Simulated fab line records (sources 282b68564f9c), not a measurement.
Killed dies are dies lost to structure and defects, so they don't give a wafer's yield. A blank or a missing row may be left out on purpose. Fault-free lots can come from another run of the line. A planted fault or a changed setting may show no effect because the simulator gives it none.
Check of tool commonality + flow rit cmos + 11 lots, 33 wafers sampled

## REASON FOR OPENING
2 of 11 lots carry a flag on the reading NWELL_OVL at RIT_NWELL_OVL_MEAS_06. No-fault wafers: -0.1 nm, standard deviation 1.4.
Rule: flag the lot when none of its wafers has a number, or when each of its wafers that has one lies beyond 4 standard deviations from that mean. All remaining lots are regarded as sound.

| lot  | measured    | on         | NWELL_OVL (nm), wafer by wafer | flag    |
|------|-------------|------------|--------------------------------|---------|
| L468 | day 1 22:55 | overlay-02 | -0.3 1.2 -0.3                  |         |
| L469 | day 2 02:54 | overlay-01 | -0.1 -1.1 -3.1                 |         |
| L470 | day 2 07:53 | overlay-02 | -0.4 -0.4 -0.7                 |         |
| L471 | day 2 12:52 | overlay-01 | -0.1 -0.8 -0.4                 |         |
| L472 | day 2 16:50 | overlay-02 | 4.6 3.6 1.9                    |         |
| L480 | day 4 12:51 | overlay-02 | -299.8 -299.8 -299.9           | FLAGGED |
| L481 | day 4 16:32 | overlay-02 | -300.6 -301.0 -299.9           | FLAGGED |
| L483 | day 5 02:06 | overlay-01 | 0.4 -1.1 -0.1                  |         |
| L484 | day 5 07:04 | overlay-02 | -0.2 -0.7 1.2                  |         |
| L485 | day 5 10:40 | overlay-01 | -2.1 -2.0 -1.3                 |         |
| L489 | day 6 07:31 | overlay-02 | -2.5 -0.2 -0.8                 |         |
Averaged over the flagged lots the numbers come to -300.2 nm, -300.1 nm from the usual (-99 or more standard deviations).

## LOT BY LOT: THE TOOL USED
The record holds 1 process step before the reading, out of a route of 202 steps. Read each cell as the tool, then ch plus the chambers that the sampled wafers visited, then the start.
| lot  | flag    | RIT_NWELL_EXPOSE_03                |
|------|---------|------------------------------------|
| L468 |         | iline stepper-01 ch 0, day 1 22:29 |
| L469 |         | iline stepper-02 ch 0, day 2 02:29 |
| L470 |         | iline stepper-01 ch 0, day 2 07:30 |
| L471 |         | iline stepper-02 ch 0, day 2 12:26 |
| L472 |         | iline stepper-01 ch 0, day 2 16:25 |
| L480 | FLAGGED | iline stepper-01 ch 0, day 4 12:27 |
| L481 | FLAGGED | iline stepper-01 ch 0, day 4 16:06 |
| L483 |         | iline stepper-02 ch 0, day 5 01:40 |
| L484 |         | iline stepper-02 ch 0, day 5 06:27 |
| L485 |         | iline stepper-02 ch 0, day 5 10:14 |
| L489 |         | iline stepper-02 ch 0, day 6 07:05 |
What is done by these steps:
- RIT_NWELL_EXPOSE_03: exposes mask M2, target cd 43900 nm.
- RIT_NWELL_OVL_MEAS_06

## FLAGGED AGAINST TOTAL, ONE TOOL AT A TIME (gauges that did the reading follow at the end)
| step                  | tool             | lots run | flagged | share of the flagged lots | sound lots run after its first flagged lot |
|-----------------------|------------------|----------|---------|---------------------------|--------------------------------------------|
| RIT_NWELL_EXPOSE_03   | iline stepper-01 | 5        | 2       | all                       | 0                                          |
| RIT_NWELL_EXPOSE_03   | iline stepper-02 | 6        | 0       | none                      | -                                          |
| RIT_NWELL_OVL_MEAS_06 | overlay-01       | 4        | 0       | none                      | -                                          |
| RIT_NWELL_OVL_MEAS_06 | overlay-02       | 7        | 2       | all                       | 2 (L484,L489)                              |

## WHAT THE TABLE PERMITS
In 2 table rows, all flagged lots were run: iline stepper-01 (RIT_NWELL_EXPOSE_03), overlay-02 (RIT_NWELL_OVL_MEAS_06).
- iline stepper-01 at RIT_NWELL_EXPOSE_03: 2 of its 5 lots flagged. Last sound lot L472 at day 2 16:25, first flagged lot L480 at day 4 12:27; a fault beginning in between fits.
- overlay-02 at RIT_NWELL_OVL_MEAS_06: 2 of its 7 lots flagged. Sound lots followed the first flagged one (L484, L489) on it, something a lasting fault affecting the whole tool could not allow.
Left over: one tool, iline stepper-01 at RIT_NWELL_EXPOSE_03.

## WHAT THE SIMULATOR HAD PUT IN
Scanner matching overlay: iline stepper-01, from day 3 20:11 on, at RIT_NWELL_EXPOSE_03. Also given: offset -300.
Shown lots that were struck: L480, L481. Same finding as the rule above.
